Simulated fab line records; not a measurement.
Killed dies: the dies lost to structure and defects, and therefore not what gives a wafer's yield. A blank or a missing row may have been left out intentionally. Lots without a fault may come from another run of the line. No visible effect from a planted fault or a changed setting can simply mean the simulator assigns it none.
The tool behind it: which one? ; flow berkeley_cmos170 ; 7 lots with 21 wafers sampled at 2 steps, on a route of 331 steps

== WHAT THE GAUGES SHOWED, per wafer ==
UCB170_GATE_THK_MEAS_05.
lot;measured;on;GATE_POLY_THK (nm)
L481;day 6 00:49;film_metro-04;209.9 210.4 209.5
L487;day 7 05:30;film_metro-02;112.9 113.3 113.6 113.0 113.3 113.5
L491;day 8 00:13;film_metro-04;211.6 210.7 213.6
L496;day 9 11:20;film_metro-02;210.3 210.9 210.4
L498;day 10 02:53;film_metro-02;215.5 214.9 214.9
L500;day 10 06:58;film_metro-01;216.9 216.1 216.3
L502;day 10 18:25;film_metro-02;215.0 215.9 214.3

== EACH LOT AND THE TOOL THAT RAN IT (in order: tool; ch and the chambers of the sampled wafers; start) ==
lot;UCB170_GATE_CVD_04
L481;lpcvd-02 ch 1, day 5 23:23
L487;lpcvd-01 ch 1, day 7 04:05
L491;lpcvd-02 ch 1, day 7 22:05
L496;lpcvd-02 ch 1, day 9 09:55
L498;lpcvd-02 ch 1, day 10 01:28
L500;lpcvd-01 ch 1, day 10 05:34
L502;lpcvd-01 ch 1, day 10 17:01
- UCB170_GATE_CVD_04: deposits poly-Si from SiH4, time 1440 s, target thk 214 nm.

== THE ANSWER, worked out from the rows above alone ==
Rule: usual is defined by the lots themselves. Put in order of their means at a reading, lots are off if they are a third of the lots or fewer, leave a main group of 4 or more, and stand apart from it by a gap of 3 or more times the standard deviation of the main group's means; of several such gaps the widest counts. A main group whose means are all the same, to the digits that the tables above print for the reading, isn't used. A lot without any number at a reading at which 4 lots or more have one is off too. Where the step has rows for the other lots, those lots are counted as sound.
Off: L487, at UCB170_GATE_THK_MEAS_05 (GATE_POLY_THK). The main group: mean 213.2 nm, standard deviation 2.5.
A tool fits if, at a process step before that reading, it ran every lot that is off, and no sound lot after the first of them. The gauges at UCB170_GATE_THK_MEAS_05 are tried like those tools. Not one of the candidates tried fits.

== WHAT THE SIMULATOR HAD PUT IN ==
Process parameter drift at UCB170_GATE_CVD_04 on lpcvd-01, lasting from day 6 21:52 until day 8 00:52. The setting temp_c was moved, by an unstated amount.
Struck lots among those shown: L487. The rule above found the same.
